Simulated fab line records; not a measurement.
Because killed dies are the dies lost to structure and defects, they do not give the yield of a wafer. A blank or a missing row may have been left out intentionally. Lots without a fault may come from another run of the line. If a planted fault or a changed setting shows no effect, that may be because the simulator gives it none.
One fault seen from 2 desks -- flow rit cmos -- every desk sees just its own numbers, and what lay behind them comes last

## AT THE METROLOGY DESK
What the gauges read for every lot (on any tool): the sampled wafers with a number, averaged. A lot is out of limits, marked OUT, if its mean lies more than 4 standard deviations from the usual mean; the brackets give that distance.
Columns: A = PWELL_TW at RIT_PWELL_TW_MEAS_10, usual 954; B = NLDD_OVL at RIT_NLDD_OVL_MEAS_06, usual -1.8 nm; C = cd nm at RIT_M1_CD_MEAS_09, usual 2599.8 nm
lot,first seen here,A,B,C
L846,day 2 01:03,958,-3.3,2599.7
L847,day 2 04:53,959,-0.8,2600.2
L848,day 2 11:44,958,-3.5,2599.4
L849,day 2 15:55,961,-2.2,2600.8
L850,day 3 00:10,961,0.2,2599.4
L851,day 3 02:22,959,-3.5,2604.4
L852,day 3 05:56,965,-1.2,2599.5
L853,day 3 12:09,953,-2.1,2604.3
L856,day 4 04:01,959,-2.0,2597.7
L858,day 4 13:03,945,-1.6,2599.2
L859,day 4 19:02,955,-1.4,2598.8
L866,day 6 03:32,954,0.1,2582.2 (-8.4) OUT
L869,day 6 23:34,952,-0.9,2602.0
This desk's finding: out of limits on L866; first on L866, day 7 16:44 (cd nm at RIT_M1_CD_MEAS_09). L846, L847, L848, L849, L850, L851, L852, L853, L856, L858, L859, L869 stayed within limits.

## AT THE TOOL OWNER'S DESK: iline stepper-02
The tool's own readings at RIT_M1_EXPOSE_06 (exposes mask M12, target cd 2600 nm): means of the sampled wafers that have a number, for each lot that ran on this tool. A lot is out of limits, marked OUT, if its mean lies more than 4 standard deviations from the usual mean; the brackets give that distance.
Columns: A = exposure dose mJ cm2 at RIT_M1_EXPOSE_06, usual 250.02; B = focus offset nm at RIT_M1_EXPOSE_06, usual 0.0 nm; C = stage vel mm s at RIT_M1_EXPOSE_06, usual 500.00 mm/s
lot,first seen here,A,B,C
L847,day 3 12:50,250.11,-0.1,499.96
L848,day 3 19:56,250.05,-0.5,499.87
L853,day 4 22:45,250.16,-0.2,500.23
L856,day 5 13:01,250.05,-0.1,500.08
L858,day 5 21:46,249.97,-0.3,499.70
L866,day 7 16:18,248.00 (-8.8) OUT,-0.5,500.12
This desk's finding: out of limits on L866; first on L866, day 7 16:18 (exposure dose mJ cm2 at RIT_M1_EXPOSE_06). L847, L848, L853, L856, L858 stayed within limits.

## ALL TOGETHER
The tool owner's desk had the chance to raise an alarm at day 7 16:18 on L866.
An alarm was possible from the metrology desk at day 7 16:44, on L866.
On iline stepper-02, each named lot ran RIT_M1_EXPOSE_06.

## WHAT WAS PUT IN BY THE SIMULATOR
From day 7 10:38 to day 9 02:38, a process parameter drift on iline stepper-02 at RIT_M1_EXPOSE_06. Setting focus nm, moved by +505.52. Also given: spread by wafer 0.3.
Shown lots that were struck: L866.
Delay (hours) between the fault's onset and each desk's first out-of-limits reading: 6 at the tool owner's desk, 6 at the metrology desk.
